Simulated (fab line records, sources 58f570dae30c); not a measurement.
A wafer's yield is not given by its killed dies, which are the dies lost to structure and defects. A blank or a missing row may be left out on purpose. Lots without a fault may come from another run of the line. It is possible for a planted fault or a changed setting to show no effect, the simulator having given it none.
What tool caused it? :: flow berkeley_cmos170 :: 13 lots, 39 wafers sampled, at 5 steps of a route of 331

WHAT THE GAUGES READ, wafer by wafer
UCB170_NLDD_CD_MEAS_06: target cd 1200 nm. Usual: cd_nm at 1199.6 nm, with a standard deviation of 1.5.
lot: L316
measured: day 5 21:22
on: cd_sem-01
cd_nm (nm): 1194.2 1196.3 1197.3
flag: 

lot: L317
measured: day 6 08:22
on: cd_sem-02
cd_nm (nm): 1200.7 1200.2 1199.8
flag: 

lot: L318
measured: day 6 08:53
on: cd_sem-02
cd_nm (nm): 1201.0 1200.7 1198.0
flag: 

lot: L319
measured: day 6 18:37
on: cd_sem-01
cd_nm (nm): 1199.8 1197.5 1199.7
flag: 

lot: L322
measured: day 7 09:26
on: cd_sem-02
cd_nm (nm): 1200.6 1198.2 1198.2
flag: 

lot: L321
measured: day 7 12:01
on: cd_sem-01
cd_nm (nm): 1199.1 1199.7 1198.2
flag: 

lot: L324
measured: day 7 14:40
on: cd_sem-02
cd_nm (nm): 1204.7 1203.2 1202.3
flag: 

lot: L323
measured: day 7 14:52
on: cd_sem-02
cd_nm (nm): 1200.1 1199.0 1199.5
flag: 

lot: L325
measured: day 7 21:10
on: cd_sem-02
cd_nm (nm): 1199.3 1199.5 1198.1
flag: 

lot: L333
measured: day 10 10:49
on: cd_sem-02
cd_nm (nm): 1199.2 1199.0 1199.0
flag: 

lot: L335
measured: day 10 11:50
on: cd_sem-01
cd_nm (nm): 1200.1 1200.1 1201.2
flag: 

lot: L339
measured: day 11 02:05
on: cd_sem-02
cd_nm (nm): 1200.8 1199.5 1199.1
flag: 

lot: L338
measured: day 11 02:07
on: cd_sem-01
cd_nm (nm): 1201.0 1200.1 1200.0
flag: 

UCB170_M1_THK_MEAS_02: measures by xrf. Usual: for M1_AL_THK the level is 592 nm and the standard deviation is 5.8.
lot: L316
measured: day 6 14:46
on: film_metro-04
M1_AL_THK (nm): 597 590 585
flag: 

lot: L317
measured: day 7 01:53
on: film_metro-02
M1_AL_THK (nm): 590 586 584
flag: 

lot: L318
measured: day 7 03:38
on: film_metro-02
M1_AL_THK (nm): 599 595 600
flag: 

lot: L319
measured: day 7 15:22
on: film_metro-04
M1_AL_THK (nm): 608 605 601
flag: 

lot: L322
measured: day 7 23:56
on: film_metro-03
M1_AL_THK (nm): 595 590 596
flag: 

lot: L321
measured: day 8 04:00
on: film_metro-03
M1_AL_THK (nm): 592 591 598
flag: 

lot: L324
measured: day 8 06:07
on: film_metro-02
M1_AL_THK (nm): 595 593 592
flag: 

lot: L323
measured: day 8 04:43
on: film_metro-04
M1_AL_THK (nm): 594 597 594
flag: 

lot: L325
measured: day 8 16:47
on: film_metro-03
M1_AL_THK (nm): 594 601 601
flag: 

lot: L333
measured: day 11 05:06
on: film_metro-02
M1_AL_THK (nm): 588 588 583
flag: 

lot: L335
measured: day 11 07:32
on: film_metro-04
M1_AL_THK (nm): 598 599 595
flag: 

lot: L339
measured: day 11 23:21
on: film_metro-04
M1_AL_THK (nm): 592 586 597
flag: 

lot: L338
measured: day 11 22:13
on: film_metro-03
M1_AL_THK (nm): 591 587 588
flag: 

UCB170_V1_THK_MEAS_01. Usual: for V1_TEOS_THK the level is 2002 nm and the standard deviation is 26.
lot: L316
measured: day 6 20:07
on: film_metro-04
V1_TEOS_THK (nm): 1996 1979 2022
flag: 

lot: L317
measured: day 7 06:07
on: film_metro-01
V1_TEOS_THK (nm): 1993 1994 2032
flag: 

lot: L318
measured: day 7 08:58
on: film_metro-03
V1_TEOS_THK (nm): 1982 1973 1988
flag: 

lot: L319
measured: day 7 22:04
on: film_metro-03
V1_TEOS_THK (nm): 1976 1955 1979
flag: 

lot: L322
measured: day 8 08:07
on: film_metro-03
V1_TEOS_THK (nm): 1963 1976 1986
flag: 

lot: L321
measured: day 8 08:12
on: film_metro-03
V1_TEOS_THK (nm): 1982 2008 2014
flag: 

lot: L324
measured: day 8 14:55
on: film_metro-04
V1_TEOS_THK (nm): 1990 2045 2019
flag: 

lot: L323
measured: day 8 08:08
on: film_metro-04
V1_TEOS_THK (nm): 2003 2020 2045
flag: 

lot: L325
measured: day 9 00:35
on: film_metro-04
V1_TEOS_THK (nm): 1958 1980 2025
flag: 

lot: L333
measured: day 11 11:43
on: film_metro-01
V1_TEOS_THK (nm): 2014 2086 3499
flag: OFF

lot: L335
measured: day 11 14:43
on: film_metro-01
V1_TEOS_THK (nm): 1961 2033 1998
flag: 

lot: L339
measured: day 12 04:25
on: film_metro-04
V1_TEOS_THK (nm): 1982 2016 2002
flag: 

lot: L338
measured: day 12 04:25
on: film_metro-01
V1_TEOS_THK (nm): 2002 2046 2013
flag: 

TOOL THAT RAN EACH LOT (tool first, then ch and the chambers of the sampled wafers, then the start)
lot: L316
UCB170_BACKSIDE_STRIP_03: plasma_asher-03 ch 0,1, day 6 08:13
UCB170_V1_CVD_00: pecvd-03 ch 0,1,2, day 6 19:56

lot: L317
UCB170_BACKSIDE_STRIP_03: plasma_asher-03 ch 0,1, day 6 18:41
UCB170_V1_CVD_00: pecvd-01 ch 0,1,2, day 7 05:58

lot: L318
UCB170_BACKSIDE_STRIP_03: plasma_asher-02 ch 0,1, day 6 19:08
UCB170_V1_CVD_00: pecvd-03 ch 0,1,2, day 7 08:48

lot: L319
UCB170_BACKSIDE_STRIP_03: plasma_asher-02 ch 0,1, day 7 06:49
UCB170_V1_CVD_00: pecvd-02 ch 0,1,2, day 7 21:54

lot: L322
UCB170_BACKSIDE_STRIP_03: plasma_asher-03 ch 0,1, day 7 17:46
UCB170_V1_CVD_00: pecvd-02 ch 1,2, day 8 07:58

lot: L321
UCB170_BACKSIDE_STRIP_03: plasma_asher-04 ch 0,1, day 7 22:07
UCB170_V1_CVD_00: pecvd-03 ch 1,2, day 8 07:58

lot: L324
UCB170_BACKSIDE_STRIP_03: plasma_asher-04 ch 0,1, day 7 22:45
UCB170_V1_CVD_00: pecvd-02 ch 0,2, day 8 14:44

lot: L323
UCB170_BACKSIDE_STRIP_03: plasma_asher-03 ch 0,1, day 7 22:36
UCB170_V1_CVD_00: pecvd-01 ch 0,2, day 8 07:58

lot: L325
UCB170_BACKSIDE_STRIP_03: plasma_asher-03 ch 0,1, day 8 10:44
UCB170_V1_CVD_00: pecvd-02 ch 0,1,2, day 9 00:26

lot: L333
UCB170_BACKSIDE_STRIP_03: plasma_asher-02 ch 0,1, day 10 21:34
UCB170_V1_CVD_00: pecvd-02 ch 0,1,2, day 11 11:33

lot: L335
UCB170_BACKSIDE_STRIP_03: plasma_asher-02 ch 0,1, day 10 22:59
UCB170_V1_CVD_00: pecvd-01 ch 0,1,2, day 11 14:33

lot: L339
UCB170_BACKSIDE_STRIP_03: plasma_asher-02 ch 0,1, day 11 15:11
UCB170_V1_CVD_00: pecvd-03 ch 0,1, day 12 04:15

lot: L338
UCB170_BACKSIDE_STRIP_03: plasma_asher-03 ch 0,1, day 11 15:05
UCB170_V1_CVD_00: pecvd-01 ch 1,2, day 12 04:15
- UCB170_BACKSIDE_STRIP_03: strips in O2.
- UCB170_V1_CVD_00: deposits SiO2 from TEOS/O2, target thk 2000 nm, time 250 s.

AS READ BY THE TOOLS THEMSELVES (means over the sampled wafers that have a number; for cases with no such wafer, the mark the record gives instead)
UCB170_BACKSIDE_STRIP_03. Usual: drypump_motor_current_A 6.0 A, standard deviation 0.58; oes_product_au 0.735 a.u., standard deviation 0.0045; strip_time_to_endpoint_s 21.99 s, standard deviation 0.063.
lot: L316
tool: plasma_asher-03
drypump_motor_current_A (A): 6.6
oes_product_au (a.u.): 0.732
strip_time_to_endpoint_s (s): 21.90
flag: 

lot: L317
tool: plasma_asher-03
drypump_motor_current_A (A): 6.6
oes_product_au (a.u.): 0.735
strip_time_to_endpoint_s (s): 22.07
flag: 

lot: L318
tool: plasma_asher-02
drypump_motor_current_A (A): 6.0
oes_product_au (a.u.): 0.736
strip_time_to_endpoint_s (s): 22.01
flag: 

lot: L319
tool: plasma_asher-02
drypump_motor_current_A (A): 6.1
oes_product_au (a.u.): 0.734
strip_time_to_endpoint_s (s): 21.94
flag: 

lot: L322
tool: plasma_asher-03
drypump_motor_current_A (A): 6.4
oes_product_au (a.u.): 0.731
strip_time_to_endpoint_s (s): 21.98
flag: 

lot: L321
tool: plasma_asher-04
drypump_motor_current_A (A): 5.1
oes_product_au (a.u.): 0.730
strip_time_to_endpoint_s (s): 21.99
flag: 

lot: L324
tool: plasma_asher-04
drypump_motor_current_A (A): 5.0
oes_product_au (a.u.): 0.737
strip_time_to_endpoint_s (s): 21.97
flag: 

lot: L323
tool: plasma_asher-03
drypump_motor_current_A (A): 6.6
oes_product_au (a.u.): 0.730
strip_time_to_endpoint_s (s): 22.04
flag: 

lot: L325
tool: plasma_asher-03
drypump_motor_current_A (A): 6.4
oes_product_au (a.u.): 0.738
strip_time_to_endpoint_s (s): 21.99
flag: 

lot: L333
tool: plasma_asher-02
drypump_motor_current_A (A): 5.9
oes_product_au (a.u.): 0.735
strip_time_to_endpoint_s (s): 21.98
flag: 

lot: L335
tool: plasma_asher-02
drypump_motor_current_A (A): 6.0
oes_product_au (a.u.): 0.734
strip_time_to_endpoint_s (s): 21.97
flag: 

lot: L339
tool: plasma_asher-02
drypump_motor_current_A (A): 6.0
oes_product_au (a.u.): 0.738
strip_time_to_endpoint_s (s): 22.00
flag: 

lot: L338
tool: plasma_asher-03
drypump_motor_current_A (A): 6.6
oes_product_au (a.u.): 0.735
strip_time_to_endpoint_s (s): 22.00
flag: 

UCB170_V1_CVD_00. Usual: heater_power_w 249 W, standard deviation 69; run_length_s 277.9 s, standard deviation 0.56.
lot: L316
tool: pecvd-03
heater_power_w (W): 243
run_length_s (s): 278.6
flag: 

lot: L317
tool: pecvd-01
heater_power_w (W): 257
run_length_s (s): 277.4
flag: 

lot: L318
tool: pecvd-03
heater_power_w (W): 276
run_length_s (s): 278.5
flag: 

lot: L319
tool: pecvd-02
heater_power_w (W): 258
run_length_s (s): 277.7
flag: 

lot: L322
tool: pecvd-02
heater_power_w (W): 196
run_length_s (s): 277.6
flag: 

lot: L321
tool: pecvd-03
heater_power_w (W): 238
run_length_s (s): 278.3
flag: 

lot: L324
tool: pecvd-02
heater_power_w (W): 228
run_length_s (s): 277.3
flag: 

lot: L323
tool: pecvd-01
heater_power_w (W): 219
run_length_s (s): 277.7
flag: 

lot: L325
tool: pecvd-02
heater_power_w (W): 270
run_length_s (s): 277.6
flag: 

lot: L333
tool: pecvd-02
heater_power_w (W): 298
run_length_s (s): 338.5
flag: OFF

lot: L335
tool: pecvd-01
heater_power_w (W): 224
run_length_s (s): 277.5
flag: 

lot: L339
tool: pecvd-03
heater_power_w (W): 220
run_length_s (s): 278.2
flag: 

lot: L338
tool: pecvd-01
heater_power_w (W): 197
run_length_s (s): 277.6
flag: 

THE ANSWER, worked out from the rows above alone
Rule: a lot counts as off when the mean over its wafers that have a number is more than 3 standard deviations away from the usual mean. A lot without any number at a reading at which 4 lots or more have one is off too. All remaining lots with rows at the step are treated as sound. Order of review: gauges by route order, followed by the tools' own readings, for which a lot's mean as printed above is used. The first step at which some lot is off is used, and at that step the reading that is off furthest; a lot without a number counts as furthest.
Off: L333, seen at UCB170_V1_THK_MEAS_01 (V1_TEOS_THK).
If a tool, at a process step before that reading, ran all the lots that are off and no sound lot after the first of them, it fits. Not tried: the gauges at UCB170_V1_THK_MEAS_01; whatever is off there is also off at UCB170_V1_CVD_00, on other tools, and gauge error can't account for it. One candidate fits, namely pecvd-02 at UCB170_V1_CVD_00. Its last sound lot is L325 (day 9 00:26), its first lot that is off L333 (day 11 11:33): a fault that began between those two fits.
On the lots that are off, the tool's own readings at UCB170_V1_CVD_00 differ by more than 5 times the standard deviation of the sound lots' means, which bears it out; run_length_s reads 338.5 s there versus 277.8 s on the sound lots.

WHAT THE SIMULATOR HAD PUT IN
pecvd-02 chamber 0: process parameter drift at UCB170_V1_CVD_00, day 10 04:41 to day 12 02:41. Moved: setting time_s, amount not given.
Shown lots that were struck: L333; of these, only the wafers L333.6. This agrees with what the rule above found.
